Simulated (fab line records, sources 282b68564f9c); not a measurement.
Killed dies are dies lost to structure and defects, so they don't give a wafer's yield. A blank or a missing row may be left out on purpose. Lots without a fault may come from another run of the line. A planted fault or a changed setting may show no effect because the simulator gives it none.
A struck lot beside a sound one | flow rit_cmos | 43 steps out of a route of 202
Sound: wafers L745.1, L745.4, L745.5. Struck: wafers L753.1, L753.2, L753.5. The cause comes at the end.
At each step with rows: each side's tool, then ch and its chambers, then its first start. Under that, the readings that differ: sound wafers | struck wafers | difference of the means | sigmas: that difference in standard deviations of wafers without a fault.
alike: readings whose means differ by less than 2 such deviations, and words and numbers that are the same on both sides. not compared: withheld readings, readings that some wafer has no value for, bounds like >300 that may hide the same value, and numbers for which the record gives no deviation and whose values overlap.
The two part at a step that has a row with sigmas, a row that says differs or no value, or rows on one side only. Numbers that don't overlap but have no deviation are shown without sigmas and don't part them. A reading that every wafer of one side lacks parts them only if that side has two wafers or more.

first, 2 steps without rows for these wafers: RIT_NLDD_HARDBAKE_07 (time 60 s); RIT_NLDD_IMPLANT_08.
RIT_NLDD_STRIP_09: strips in O2, time 180 s.
  sound on plasma_asher-03 ch 0,1, day 3 01:53; struck on plasma_asher-03 ch 0,1, day 4 21:37
  alike: drypump_motor_current_A
  not compared: rf_hours_counter_h
RIT_NLDD_TW_MEAS_10:
  sound on film_metro-01, day 3 02:03; struck on film_metro-04, day 4 21:47
  alike: NLDD_TW
then, 6 steps without rows for these wafers: RIT_PLDD_HMDS_00 (prime time 60 s); RIT_PLDD_COAT_01 (resist thk 1000 nm); RIT_PLDD_SOFTBAKE_02 (time 60 s); RIT_PLDD_EXPOSE_03 (exposes mask M8, target cd 40900 nm); RIT_PLDD_PEB_04; RIT_PLDD_DEVELOP_05 (develop time 50 s).
RIT_PLDD_OVL_MEAS_06:
  sound on overlay-02, day 3 02:58; struck on overlay-02, day 4 22:42
  alike: PLDD_OVL
then, 1 step without rows for these wafers: RIT_PLDD_HARDBAKE_07 (time 60 s).
RIT_PLDD_IMPLANT_08:
  sound on implanter-03 ch 0, day 3 03:09; struck on implanter-01 ch 0, day 4 22:53
  reading            | sound                     | struck                        | difference | sigmas
  dose_ions_cm2      | 9.001e+14 9e+14 8.988e+14 | 6.266e+14 6.255e+14 6.263e+14 | -2.735e+14 | -99 or more
  faraday_current_uA | 2833 2813 2793            | 1956 1987 1950                | -849       | -15
  alike: beam_on_s, end_station_pressure_torr
RIT_PLDD_STRIP_09: strips in O2, time 180 s.
  sound on plasma_asher-03 ch 0,1, day 3 03:18; struck on plasma_asher-01 ch 0,1, day 4 23:02
  alike: drypump_motor_current_A
  not compared: rf_hours_counter_h
RIT_PLDD_TW_MEAS_10:
  sound on film_metro-04, day 3 03:28; struck on film_metro-01, day 4 23:26
  reading | sound          | struck         | difference | sigmas
  PLDD_TW | 2334 2345 2343 | 2127 2127 2133 | -212       | -8
  not compared: hold
then, 3 steps without rows for these wafers: RIT_SPACER_CLEAN_01 (cleans in dHF, time 30 s); RIT_SPACER_CLEAN_02 (cleans in SC2, time 600 s); RIT_SPACER_CVD_03 (deposits Si3N4 from SiH2Cl2/NH3, target thk 250 nm, time 3300 s).
RIT_SPACER_THK_MEAS_04:
  sound on film_metro-01, day 3 06:49; struck on film_metro-03, day 5 03:28
  alike: SPACER_NITRIDE_THK
RIT_SPACER_ETCHBACK_05: etches Si3N4 in SF6/CHF3, stops on SiO2, target depth 250 nm, time 240 s.
  sound on rie_diel-02 ch 0,1, day 3 06:52; struck on rie_diel-03 ch 1,3, day 5 03:32
  alike: drypump_motor_current_A, oes_product_au, throttle_valve_pct
  not compared: rf_hours_counter_h
then, 6 steps without rows for these wafers: RIT_NSD_HMDS_00 (prime time 60 s); RIT_NSD_COAT_01 (resist thk 1000 nm); RIT_NSD_SOFTBAKE_02 (time 60 s); RIT_NSD_EXPOSE_03 (exposes mask M9, target cd 40700 nm); RIT_NSD_PEB_04; RIT_NSD_DEVELOP_05 (develop time 50 s).
RIT_NSD_OVL_MEAS_06:
  sound on overlay-01, day 3 07:54; struck on overlay-01, day 5 04:35
  alike: NSD_OVL
then, 2 steps without rows for these wafers: RIT_NSD_HARDBAKE_07 (time 60 s); RIT_NSD_IMPLANT_08.
RIT_NSD_STRIP_09: strips in O2, time 180 s.
  sound on plasma_asher-04 ch 1, day 3 08:14; struck on plasma_asher-04 ch 0,1, day 5 04:56
  alike: drypump_motor_current_A
  not compared: rf_hours_counter_h
RIT_NSD_TW_MEAS_10:
  sound on film_metro-04, day 3 08:25; struck on film_metro-01, day 5 05:06
  alike: NSD_TW
then, 6 steps without rows for these wafers: RIT_PSD_HMDS_00 (prime time 60 s); RIT_PSD_COAT_01 (resist thk 1000 nm); RIT_PSD_SOFTBAKE_02 (time 60 s); RIT_PSD_EXPOSE_03 (exposes mask M10, target cd 40900 nm); RIT_PSD_PEB_04; RIT_PSD_DEVELOP_05 (develop time 50 s).
RIT_PSD_OVL_MEAS_06:
  sound on overlay-02, day 3 09:27; struck on overlay-01, day 5 06:01
  reading      | sound          | struck       | difference | sigmas
  PSD_OVL (nm) | -4.0 -3.7 -3.6 | 0.2 -0.4 0.8 | +4.0       | +3
then, 2 steps without rows for these wafers: RIT_PSD_HARDBAKE_07 (time 60 s); RIT_PSD_IMPLANT_08.
RIT_PSD_STRIP_09: strips in O2, time 180 s.
  sound on plasma_asher-04 ch 1, day 3 09:54; struck on plasma_asher-02 ch 0,1, day 5 06:21
  alike: drypump_motor_current_A
  not compared: rf_hours_counter_h
RIT_SDANNEAL_RS_MEAS_06: measures by four-point-probe.
  sound on film_metro-03, day 3 10:48; struck on film_metro-04, day 5 07:33
  reading          | sound             | struck            | difference | sigmas
  PLDD_RS (ohm/sq) | 179.0 178.6 178.9 | 216.8 217.3 217.0 | +38.2      | +83
  not compared: hold
RIT_M1_PROBE_99:
  the record has rows for the sound wafers here (prober-02, day 3 18:01) and none for the struck ones

WHERE THEY PART
First at RIT_PLDD_IMPLANT_08; last, within this record, at RIT_M1_PROBE_99.

WHY: what the simulator had put in
Process parameter drift: implanter-01, from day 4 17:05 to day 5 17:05, at RIT_PLDD_IMPLANT_08. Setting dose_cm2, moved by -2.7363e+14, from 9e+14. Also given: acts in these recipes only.
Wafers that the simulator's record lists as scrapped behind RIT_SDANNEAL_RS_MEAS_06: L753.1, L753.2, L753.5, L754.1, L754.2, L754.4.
